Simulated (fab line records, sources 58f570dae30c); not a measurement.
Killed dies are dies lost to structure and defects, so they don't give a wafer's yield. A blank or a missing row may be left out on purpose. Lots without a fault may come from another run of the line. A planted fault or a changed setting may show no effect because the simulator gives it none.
One fault seen from 2 desks | flow berkeley_cmos170 | each desk has only its own numbers; what lay behind them comes last

THE TOOL OWNER'S DESK: implanter-01
The tool's own readings at UCB170_PWELL_IMPLANT_15: means of the sampled wafers that have a number, for each lot that ran on this tool. A lot is out of limits, marked OUT, if its mean lies more than 4 standard deviations from the usual mean; the brackets give that distance.
Columns: A = beam_energy_keV at UCB170_PWELL_IMPLANT_15, usual 59.998
lot  | first seen here | A
L209 | day 3 11:34     | 59.992
L216 | day 5 09:45     | 59.987
L217 | day 6 06:16     | 60.001
L221 | day 6 10:50     | 60.001
L228 | day 7 09:02     | 60.008
L229 | day 7 22:43     | 56.748 (-99 or more) OUT
L231 | day 8 04:35     | 56.757 (-99 or more) OUT
This desk's finding: out of limits on L229, L231; first on L229, day 7 22:43 (beam_energy_keV at UCB170_PWELL_IMPLANT_15). In limits: L209, L216, L217, L221, L228.

THE METROLOGY DESK
What the gauges read, lot by lot, whatever tool the lot ran on: means of the sampled wafers that have a number. A lot is out of limits, marked OUT, if its mean lies more than 4 standard deviations from the usual mean; the brackets give that distance.
Columns: A = PWELL_NITRIDE_THK at UCB170_PWELL_THK_MEAS_06, usual 209.7 nm; B = FIELD_OXIDE_LEFT_2_THK at UCB170_FIELD_THK_MEAS_91, usual 353 nm; C = GATE_OVL at UCB170_GATE_OVL_MEAS_13, usual -4 nm
lot  | first seen here | A     | B   | C
L209 | day 3 09:47     | 208.3 | 356 | -1
L210 | day 4 05:10     | 207.0 | 337 | -4
L211 | day 4 21:52     | 204.3 | 355 | 3
L213 | day 5 07:56     | 206.7 | 360 | -1
L214 | day 5 07:56     | 209.8 | 348 | -6
L216 | day 5 07:57     | 209.4 | 362 | 2
L217 | day 6 04:50     | 213.0 | 354 | -14
L221 | day 6 08:25     | 212.3 | 347 | -11
L222 | day 6 08:25     | 208.2 | 359 | -12
L219 | day 6 08:28     | 205.7 | 358 | -1
L225 | day 6 19:47     | 211.6 | 359 | -5
L228 | day 7 07:58     | 211.2 | 341 | -12
L229 | day 7 20:14     | 213.5 | 360 | -4
L231 | day 8 03:12     | 208.1 | 366 | -2
This desk's finding: nothing out of limits on any of the 14 lots.

PUT TOGETHER
The tool owner's desk could have raised an alarm at day 7 22:43, on L229, L231.
The metrology desk saw nothing out of limits.
The metrology desk has L229, L231 on record, within its limits.
Of the lots named, all ran UCB170_PWELL_IMPLANT_15 on implanter-01.

WHAT THE SIMULATOR HAD PUT IN
Process parameter drift: implanter-01, from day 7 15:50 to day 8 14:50, at UCB170_PWELL_IMPLANT_15. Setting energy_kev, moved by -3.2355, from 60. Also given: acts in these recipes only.
Lots struck among those shown: L229, L231.
Hours from the fault's start to each desk's first reading out of limits: the tool owner's desk, 7.
